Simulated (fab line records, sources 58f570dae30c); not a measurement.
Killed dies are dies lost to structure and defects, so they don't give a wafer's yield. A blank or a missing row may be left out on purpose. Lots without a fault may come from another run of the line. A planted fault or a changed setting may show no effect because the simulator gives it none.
One fault seen from 2 desks | flow berkeley_cmos170 | each desk has only its own numbers; what lay behind them comes last

THE TOOL OWNER'S DESK: litho_track-02
The tool's own readings at UCB170_M2_HMDS_04 (prime time 60 s): means of the sampled wafers that have a number, for each lot that ran on this tool. A lot is out of limits, marked OUT, if its mean lies more than 4 standard deviations from the usual mean; the brackets give that distance.
Columns: A = prime_temp_c at UCB170_M2_HMDS_04, usual 100.03 C
lot  | first seen here | A
L665 | day 7 06:26     | 99.98
L668 | day 8 13:18     | 99.99
L671 | day 8 21:24     | 99.98
L673 | day 9 06:13     | 99.95
L677 | day 10 17:06    | 99.93
L683 | day 11 09:31    | 98.47 (-13) OUT
L684 | day 11 16:45    | 98.40 (-14) OUT
This desk's finding: out of limits on L683, L684; first on L683, day 11 09:31 (prime_temp_c at UCB170_M2_HMDS_04). In limits: L665, L668, L671, L673, L677.

THE METROLOGY DESK
What the gauges read, lot by lot, whatever tool the lot ran on: means of the sampled wafers that have a number. A lot is out of limits, marked OUT, if its mean lies more than 4 standard deviations from the usual mean; the brackets give that distance.
Columns: A = cd_nm at UCB170_PLDD_CD_MEAS_06, usual 1200.5 nm; B = SILICIDE_TI_RS at UCB170_SILICIDE_RS_MEAS_02, usual 26.7 ohm/sq
lot  | first seen here | A      | B
L665 | day 6 03:28     | 1200.8 | 26.9
L668 | day 7 05:09     | 1201.4 | 27.2
L671 | day 7 17:24     | 1200.6 | 26.6
L669 | day 7 17:40     | 1200.4 | 27.1
L672 | day 7 17:41     | 1200.1 | 26.7
L670 | day 7 17:56     | 1198.8 | 26.1
L673 | day 7 21:47     | 1199.6 | 26.7
L674 | day 7 22:07     | 1200.1 | 26.9
L675 | day 8 06:52     | 1200.3 | 27.2
L677 | day 9 08:26     | 1201.3 | 27.1
L683 | day 10 05:31    | 1200.6 | 27.0
L684 | day 10 05:46    | 1200.0 | 27.1
L686 | day 11 07:36    | 1200.4 | 27.1
L687 | day 11 07:40    | 1202.5 | 26.5
This desk's finding: nothing out of limits on any of the 14 lots.

PUT TOGETHER
The tool owner's desk could have raised an alarm at day 11 09:31, on L683, L684.
The metrology desk saw nothing out of limits.
The metrology desk has L683, L684 on record, within its limits.
Of the lots named, all ran UCB170_M2_HMDS_04 on litho_track-02.

WHAT THE SIMULATOR HAD PUT IN
Process parameter drift: litho_track-02, from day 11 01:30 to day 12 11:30, at UCB170_M2_HMDS_04. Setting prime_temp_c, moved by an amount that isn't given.
Lots struck among those shown: L683, L684.
Hours from the fault's start to each desk's first reading out of limits: the tool owner's desk, 8.
